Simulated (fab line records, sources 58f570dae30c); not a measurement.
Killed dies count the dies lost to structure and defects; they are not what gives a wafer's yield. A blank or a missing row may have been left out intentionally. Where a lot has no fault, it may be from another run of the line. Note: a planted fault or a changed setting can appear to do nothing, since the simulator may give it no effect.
2 desks, one fault + flow berkeley cmos170 + every desk sees just its own numbers, and what lay behind them comes last

## TOOL OWNER'S DESK, rie diel-04
The tool's own readings at UCB170_V2_ETCH_14 (etches SiO2 in CHF3/CF4/Ar, stops on Al, target depth 1250 nm, time 291 s): means of the sampled wafers that have a number, for each lot that ran on this tool. Marked OUT: a lot whose mean sits more than 4 standard deviations from the usual mean, which makes it out of limits; the brackets give that distance.
Columns: A = drypump motor current A at UCB170_V2_ETCH_14, usual 5.8 A; B = oes product au at UCB170_V2_ETCH_14, usual 0.875 a.u.; C = throttle valve pct at UCB170_V2_ETCH_14, usual 6.93 %
| lot  | first seen here | A   | B     | C    |
|------|-----------------|-----|-------|------|
| L614 | day 9 15:24     | 6.1 | 0.866 | 6.88 |
| L618 | day 10 08:44    | 6.1 | 0.866 | 6.88 |
| L622 | day 11 06:55    | 5.9 | 0.865 | 6.99 |
| L625 | day 11 15:29    | 5.9 | 0.869 | 6.99 |
| L628 | day 16 16:40    | 6.6 | 0.867 | 6.81 |
Finding of this desk: none of the 5 lots has anything out of limits.

## THE METROLOGY DESK
What the gauges read for every lot (on any tool): the sampled wafers with a number, averaged. Marked OUT: a lot whose mean sits more than 4 standard deviations from the usual mean, which makes it out of limits; the brackets give that distance.
Columns: A = cd nm at UCB170_V1_CD_MEAS_12, usual 700.0 nm; B = V2_POLISHED_THK at UCB170_V2_THK_MEAS_04, usual 999.9 nm
| lot  | first seen here | A     | B      |
|------|-----------------|-------|--------|
| L611 | day 8 14:18     | 699.4 | 999.7  |
| L614 | day 9 09:34     | 700.7 | 999.6  |
| L615 | day 9 17:58     | 700.4 | 999.7  |
| L616 | day 9 19:44     | 698.7 | 998.6  |
| L617 | day 10 00:32    | 699.9 | 1000.9 |
| L618 | day 10 02:00    | 702.2 | 1000.4 |
| L622 | day 11 01:17    | 700.8 | 999.8  |
| L625 | day 11 08:38    | 698.7 | 1001.3 |
| L624 | day 11 10:22    | 701.3 | 1000.6 |
| L629 | day 16 05:13    | 701.0 | 999.7  |
| L628 | day 16 05:47    | 701.5 | 998.7  |
| L633 | day 16 05:59    | 699.1 | 999.1  |
| L631 | day 16 06:20    | 700.5 | 999.5  |
| L630 | day 16 06:41    | 700.1 | 1000.0 |
Finding of this desk: none of the 14 lots has anything out of limits.

## TAKEN TOGETHER
The tool owner's desk saw nothing out of limits.
At the metrology desk, nothing out of limits was observed.

## WHAT THE SIMULATOR PUT IN
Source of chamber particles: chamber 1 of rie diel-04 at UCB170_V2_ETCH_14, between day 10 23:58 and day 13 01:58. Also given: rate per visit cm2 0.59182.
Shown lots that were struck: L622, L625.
